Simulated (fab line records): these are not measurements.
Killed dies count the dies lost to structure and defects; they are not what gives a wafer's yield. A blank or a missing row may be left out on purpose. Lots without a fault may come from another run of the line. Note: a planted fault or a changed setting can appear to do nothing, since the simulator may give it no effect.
fab line records / flow rit_cmos
[record] lots = 14 wafers = 42 last_day = 8
route steps=202 shown CONTACT@175 M1@202
lots that met no fault: from a run of the same line without faults
start_h: hours from the record's opening day to when the first of the lot's shown wafers began / wait_h: time in hours since the lot's previous step / " repeats the value in the row above / L1.1+2: several wafers, shown together as one row / - value missing, or start not given / * or withheld: withheld / < > ~ a bound
route shown NAME@n: names a module that has steps shown in the file, with the first one's number in the route / usual: average and standard deviation across the fault-free wafers / same: alike in all rows / chamber/n: place in a boat / sites: the reading at each site / _std_site: standard deviation across them / _edge_site: inner sites' mean taken away from outer sites' mean / radius_mm: how far each site lies from the wafer's centre / mask NAME#n: copy n / behind: the tool/chamber that last shaped the wafer / hold: the reason the lot was held/the length of the hold in hours/how it ended / device: which transistor (n, p or np) failed to switch / end of line: the tests these same wafers got at the end of their route / a step without rows: its recipe alone / killed: dies lost to structure and defects at the first sort, not the wafer's yield / map: dies across one wafer; x = killed, . = not, _ = none there
set.NAME: the setting the step ran with; set.NAME@STEP: the setting that earlier step ran with / model.NAME: the simulator's own value behind a step, which no gauge read
route steps across a sampled set of lots; one table per step, one row per wafer
[[steps]]
[step RIT_CONTACT_DEVELOP_07]
[recipe] resist = NOVOLAK develop_time_s = 120 dev_temp_c = 23
[usual] developer_temp_C = 23.00/0.11
lot.wafer=L863.2 tool=litho_track-02 chamber=0 start_h=64 wait_h=- developer_temp_C=23.12
lot.wafer=L863.3 tool=litho_track-02 chamber=0 start_h=64 wait_h=- developer_temp_C=23.10
lot.wafer=L863.4 tool=litho_track-02 chamber=0 start_h=64 wait_h=- developer_temp_C=23.02
lot.wafer=L864.2 tool=litho_track-03 chamber=0 start_h=68 wait_h=- developer_temp_C=23.05
lot.wafer=L864.3 tool=litho_track-03 chamber=0 start_h=68 wait_h=- developer_temp_C=23.16
lot.wafer=L864.5 tool=litho_track-03 chamber=0 start_h=68 wait_h=- developer_temp_C=23.13
lot.wafer=L865.2 tool=litho_track-03 chamber=0 start_h=74 wait_h=- developer_temp_C=22.93
lot.wafer=L865.4 tool=litho_track-03 chamber=0 start_h=74 wait_h=- developer_temp_C=22.86
lot.wafer=L865.6 tool=litho_track-03 chamber=0 start_h=74 wait_h=- developer_temp_C=22.97
lot.wafer=L867.2 tool=litho_track-03 chamber=0 start_h=82 wait_h=- developer_temp_C=23.03
lot.wafer=L867.4 tool=litho_track-03 chamber=0 start_h=82 wait_h=- developer_temp_C=23.08
lot.wafer=L867.5 tool=litho_track-03 chamber=0 start_h=82 wait_h=- developer_temp_C=22.90
lot.wafer=L869.1 tool=litho_track-02 chamber=0 start_h=93 wait_h=- developer_temp_C=22.99
lot.wafer=L869.2 tool=litho_track-02 chamber=0 start_h=93 wait_h=- developer_temp_C=23.18
lot.wafer=L869.6 tool=litho_track-02 chamber=0 start_h=93 wait_h=- developer_temp_C=23.05
lot.wafer=L870.3 tool=litho_track-03 chamber=0 start_h=93 wait_h=- developer_temp_C=23.06
lot.wafer=L870.5 tool=litho_track-03 chamber=0 start_h=94 wait_h=- developer_temp_C=23.01
lot.wafer=L870.6 tool=litho_track-03 chamber=0 start_h=94 wait_h=- developer_temp_C=22.94
lot.wafer=L871.1 tool=litho_track-02 chamber=0 start_h=101 wait_h=- developer_temp_C=23.00
lot.wafer=L871.3 tool=litho_track-02 chamber=0 start_h=101 wait_h=- developer_temp_C=23.14
lot.wafer=L871.4 tool=litho_track-02 chamber=0 start_h=101 wait_h=- developer_temp_C=23.19
lot.wafer=L873.1 tool=litho_track-03 chamber=0 start_h=112 wait_h=- developer_temp_C=23.08
lot.wafer=L873.3 tool=litho_track-03 chamber=0 start_h=112 wait_h=- developer_temp_C=23.11
lot.wafer=L873.5 tool=litho_track-03 chamber=0 start_h=112 wait_h=- developer_temp_C=22.88
lot.wafer=L876.2 tool=litho_track-02 chamber=0 start_h=127 wait_h=- developer_temp_C=22.43
lot.wafer=L876.4 tool=litho_track-02 chamber=0 start_h=128 wait_h=- developer_temp_C=22.37
lot.wafer=L876.6 tool=litho_track-02 chamber=0 start_h=128 wait_h=- developer_temp_C=22.40
lot.wafer=L878.1 tool=litho_track-04 chamber=0 start_h=139 wait_h=- developer_temp_C=23.06
lot.wafer=L878.5 tool=litho_track-04 chamber=0 start_h=139 wait_h=- developer_temp_C=22.96
lot.wafer=L878.6 tool=litho_track-04 chamber=0 start_h=139 wait_h=- developer_temp_C=23.07
lot.wafer=L879.3 tool=litho_track-02 chamber=0 start_h=142 wait_h=- developer_temp_C=22.34
lot.wafer=L879.5 tool=litho_track-02 chamber=0 start_h=142 wait_h=- developer_temp_C=22.31
lot.wafer=L879.6 tool=litho_track-02 chamber=0 start_h=142 wait_h=- developer_temp_C=22.19
lot.wafer=L882.2 tool=litho_track-03 chamber=0 start_h=171 wait_h=- developer_temp_C=23.13
lot.wafer=L882.3 tool=litho_track-03 chamber=0 start_h=171 wait_h=- developer_temp_C=23.12
lot.wafer=L882.4 tool=litho_track-03 chamber=0 start_h=171 wait_h=- developer_temp_C=23.04
lot.wafer=L883.2 tool=litho_track-04 chamber=0 start_h=171 wait_h=- developer_temp_C=22.71
lot.wafer=L883.5 tool=litho_track-04 chamber=0 start_h=172 wait_h=- developer_temp_C=22.94
lot.wafer=L883.6 tool=litho_track-04 chamber=0 start_h=172 wait_h=- developer_temp_C=22.77
lot.wafer=L885.1 tool=litho_track-03 chamber=0 start_h=181 wait_h=- developer_temp_C=22.92
lot.wafer=L885.4 tool=litho_track-03 chamber=0 start_h=181 wait_h=- developer_temp_C=22.89
lot.wafer=L885.6 tool=litho_track-03 chamber=0 start_h=182 wait_h=- developer_temp_C=22.83
[step RIT_M1_PROBE_99]
[usual] killed_at_M0_to_M3 = 0.0/0.23 killed_at_contacts = 0.1/0.23 killed_at_front_end = 7/3 killed_dies = 7/3 killed_open = 3.3/2.1 killed_short = 3.7/1.9
[same] gross_dies = 264 killed_at_M4_up = 0 killed_at_back_side = 0 killed_at_other = 0
lot.wafer=L869.1 tool=prober-01 chamber=- start_h=99.30 wait_h=0.1 killed_at_M0_to_M3=0 killed_at_contacts=0 killed_at_front_end=6 killed_dies=6 killed_open=3 killed_short=3
lot.wafer=L869.2 tool=prober-01 chamber=- start_h=99.35 wait_h=0.1 killed_at_M0_to_M3=0 killed_at_contacts=0 killed_at_front_end=12 killed_dies=12 killed_open=7 killed_short=5
lot.wafer=L869.6 tool=prober-01 chamber=- start_h=99.55 wait_h=0.2 killed_at_M0_to_M3=0 killed_at_contacts=0 killed_at_front_end=5 killed_dies=5 killed_open=3 killed_short=2
lot.wafer=L871.1 tool=prober-01 chamber=- start_h=107.14 wait_h=0.1 killed_at_M0_to_M3=0 killed_at_contacts=0 killed_at_front_end=8 killed_dies=8 killed_open=6 killed_short=2
lot.wafer=L871.3 tool=prober-01 chamber=- start_h=107.24 wait_h=0.2 killed_at_M0_to_M3=0 killed_at_contacts=0 killed_at_front_end=10 killed_dies=10 killed_open=6 killed_short=4
lot.wafer=L871.4 tool=prober-01 chamber=- start_h=107.29 wait_h=0.2 killed_at_M0_to_M3=0 killed_at_contacts=0 killed_at_front_end=10 killed_dies=10 killed_open=6 killed_short=4
lot.wafer=L873.1 tool=prober-01 chamber=- start_h=118.18 wait_h=0.1 killed_at_M0_to_M3=0 killed_at_contacts=0 killed_at_front_end=4 killed_dies=4 killed_open=2 killed_short=2
lot.wafer=L873.3 tool=prober-01 chamber=- start_h=118.28 wait_h=0.2 killed_at_M0_to_M3=0 killed_at_contacts=0 killed_at_front_end=4 killed_dies=4 killed_open=1 killed_short=3
lot.wafer=L873.5 tool=prober-01 chamber=- start_h=118.38 wait_h=0.2 killed_at_M0_to_M3=1 killed_at_contacts=0 killed_at_front_end=5 killed_dies=6 killed_open=4 killed_short=2
lot.wafer=L876.2 tool=prober-02 chamber=- start_h=133.41 wait_h=0.1 killed_at_M0_to_M3=0 killed_at_contacts=0 killed_at_front_end=4 killed_dies=4 killed_open=0 killed_short=4
lot.wafer=L876.4 tool=prober-02 chamber=- start_h=133.51 wait_h=0.2 killed_at_M0_to_M3=0 killed_at_contacts=0 killed_at_front_end=5 killed_dies=5 killed_open=4 killed_short=1
lot.wafer=L876.6 tool=prober-02 chamber=- start_h=133.61 wait_h=0.2 killed_at_M0_to_M3=0 killed_at_contacts=0 killed_at_front_end=6 killed_dies=6 killed_open=2 killed_short=4
lot.wafer=L885.1 tool=prober-01 chamber=- start_h=187.30 wait_h=0.1 killed_at_M0_to_M3=0 killed_at_contacts=0 killed_at_front_end=6 killed_dies=6 killed_open=3 killed_short=3
lot.wafer=L885.4 tool=prober-01 chamber=- start_h=187.45 wait_h=0.2 killed_at_M0_to_M3=0 killed_at_contacts=0 killed_at_front_end=6 killed_dies=6 killed_open=2 killed_short=4
lot.wafer=L885.6 tool=prober-01 chamber=- start_h=187.55 wait_h=0.2 killed_at_M0_to_M3=0 killed_at_contacts=0 killed_at_front_end=5 killed_dies=5 killed_open=0 killed_short=5
// killed by level:class
L869.1 GATE:geometric_particle:short=2 GATE:geometric_particle:open=2 FOX1:geometric_particle:open=1 SILICIDE:geometric_particle:short=1
L869.2 GATE:geometric_particle:open=5 GATE:geometric_particle:short=3 REOX:geometric_particle:short=2 FOX1:geometric_particle:open=1 REOX:geometric_particle:open=1
L869.6 GATE:geometric_particle:open=3 FOX1:geometric_particle:short=1 GATE:geometric_particle:short=1
L871.1 GATE:geometric_particle:open=2 SILICIDE:geometric_particle:open=2 FOX1:geometric_particle:open=1 REOX:geometric_particle:short=1 SPACER:geometric_particle:open=1 SILICIDE:geometric_particle:short=1
L871.3 FOX2:geometric_particle:open=2 FOX2:geometric_particle:short=2 GATE:geometric_particle:short=2 SILICIDE:geometric_particle:open=2 FOX1:geometric_particle:open=1 GATE:geometric_particle:open=1
L871.4 GATE:geometric_particle:open=2 SPACER:geometric_particle:open=2 SILICIDE:geometric_particle:open=2 FOX2:geometric_particle:short=1 GATE:geometric_particle:short=1 SPACER:geometric_particle:short=1 SILICIDE:geometric_particle:short=1
L873.1 SPACER:geometric_particle:open=1 SPACER:geometric_particle:short=1 SILICIDE:geometric_particle:short=1 SILICIDE:geometric_particle:open=1
L873.3 FOX1:geometric_particle:short=1 FOX2:geometric_particle:short=1 GATE:geometric_particle:open=1 GATE:geometric_particle:short=1
L873.5 GATE:geometric_particle:open=3 FOX2:geometric_particle:short=1 SPACER:geometric_particle:open=1 M1:geometric_particle:short=1
L876.2 SPACER:geometric_particle:short=2 GATE:geometric_particle:short=1 REOX:geometric_particle:short=1
L876.4 FOX2:geometric_particle:open=3 SILICIDE:geometric_particle:short=1 SILICIDE:geometric_particle:open=1
L876.6 FOX2:geometric_particle:short=2 FOX2:geometric_particle:open=1 GATE:geometric_particle:open=1 GATE:geometric_particle:short=1 REOX:geometric_particle:short=1
L885.1 FOX1:geometric_particle:short=2 REOX:geometric_particle:open=2 FOX1:geometric_particle:open=1 REOX:geometric_particle:short=1
L885.4 GATE:geometric_particle:short=2 FOX1:geometric_particle:short=1 REOX:geometric_particle:open=1 SPACER:geometric_particle:open=1 SILICIDE:geometric_particle:short=1
L885.6 REOX:geometric_particle:short=3 GATE:geometric_particle:short=2
[[key]]
[first_sign] step = RIT_CONTACT_DEVELOP_07 reading = developer_temp_C direction = down sigmas = 6.1 usual = * struck = *
effect none on later readings
met_at RIT_CONTACT_DEVELOP_07
struck_lots L876,L879
tester_left_out L876,L879
[loop_trim] step = RIT_CONTACT_EXPOSE_05 setting = dose lots = L879
onset_between 101 127
[fault] kind = process_parameter_drift tool = litho_track-02 chamber = - onset_h = 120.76 steps = RIT_CONTACT_DEVELOP_07 channel = dev_temp_c offset = * shape = step end_h = 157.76 acts_in = * stated = *
// tester_left_out: of these lots the tester's yield and bins aren't shown, on N5 and GAA mostly nor the transistor test; their killed dies are dies lost to structure and defects alone, not to doping, threshold or leakage, so they don't give the yield
// loop_trim: a control loop set the setting to another value than it would have without faults
